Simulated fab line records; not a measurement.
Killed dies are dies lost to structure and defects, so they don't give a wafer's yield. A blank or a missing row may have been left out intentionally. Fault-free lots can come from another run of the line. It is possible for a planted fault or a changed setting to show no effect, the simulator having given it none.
2 desks looking at one fault :: flow berkeleyCmos170 :: what lay behind the numbers comes last; until then each desk has only its own

## AT THE TOOL OWNER'S DESK: lithoTrack-03
At UCB170_PSD_SOFTBAKE_02 (time 60 s), the tool's own readings, given per lot that ran on this tool as the mean of the sampled wafers with a number. Any lot whose mean is over 4 standard deviations away from the usual mean is out of limits and marked OUT; that distance is given in the brackets.
Columns: A = heaterPowerTotalW at UCB170_PSD_SOFTBAKE_02, usual 56.80 W; B = plateTempC at UCB170_PSD_SOFTBAKE_02, usual 130.03 C
lot: L863
first seen here: day 7 13:41
A: 56.76
B: 130.02

lot: L864
first seen here: day 7 21:56
A: 56.79
B: 130.08

lot: L868
first seen here: day 9 00:19
A: 57.42 (+14) OUT
B: 131.21 (+8.4) OUT

lot: L866
first seen here: day 9 00:49
A: 57.34 (+12) OUT
B: 131.01 (+7.0) OUT

lot: L873
first seen here: day 9 20:38
A: 57.34 (+12) OUT
B: 131.02 (+7.1) OUT
This desk finds L866, L868, L873 out of limits, L868 being first, at day 9 00:19 (heaterPowerTotalW at UCB170_PSD_SOFTBAKE_02). L863, L864: within limits.

## FROM THE METROLOGY DESK
Lot by lot, what the gauges showed, no matter which tool ran the lot: averages of those sampled wafers that carry a number. Any lot whose mean is over 4 standard deviations away from the usual mean is out of limits and marked OUT; that distance is given in the brackets.
Columns: A = FIELD_OXIDE_THK at UCB170_FIELD_THK_MEAS_02, usual 559 nm; B = FIELD_OXIDE_LEFT_1_THK at UCB170_FIELD_THK_MEAS_90, usual 443 nm; C = SACOX_OXIDE_THK at UCB170_SACOX_THK_MEAS_02, usual 14.5 nm
lot: L860
first seen here: day 5 14:34
A: 562
B: 445
C: 14.7

lot: L861
first seen here: day 5 14:35
A: 541
B: 425
C: 14.7

lot: L862
first seen here: day 5 17:48
A: 555
B: 438
C: 14.9

lot: L863
first seen here: day 5 17:48
A: 562
B: 445
C: 14.7

lot: L864
first seen here: day 6 02:29
A: 563
B: 447
C: 14.4

lot: L868
first seen here: day 6 15:43
A: 567
B: 451
C: 14.8

lot: L866
first seen here: day 6 15:47
A: 560
B: 442
C: 14.6

lot: L875
first seen here: day 7 06:47
A: 560
B: 443
C: 14.8

lot: L873
first seen here: day 7 06:47
A: 560
B: 444
C: 15.0

lot: L874
first seen here: day 7 09:48
A: 555
B: 439
C: 14.7

lot: L876
first seen here: day 7 15:28
A: 568
B: 451
C: 14.7

lot: L878
first seen here: day 8 04:34
A: 571
B: 453
C: 14.4

lot: L880
first seen here: day 8 17:09
A: 545
B: 429
C: 13.6
This desk's finding: nothing out of limits on any of the 13 lots.

## ALL TOGETHER
An alarm could have come from the tool owner's desk at day 9 00:19, on L866, L868, L873.
At the metrology desk, nothing out of limits was observed.
The metrology desk holds a record of L866, L868, L873, inside its limits.
Of the lots named, all ran UCB170_PSD_SOFTBAKE_02 on lithoTrack-03.

## WHAT THE SIMULATOR PUT IN
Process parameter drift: lithoTrack-03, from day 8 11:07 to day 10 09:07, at UCB170_PSD_SOFTBAKE_02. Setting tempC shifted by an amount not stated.
Struck lots among those shown: L866, L868, L873.
How many hours passed from the start of the fault until each desk's first out-of-limits reading: the tool owner's desk, 13.
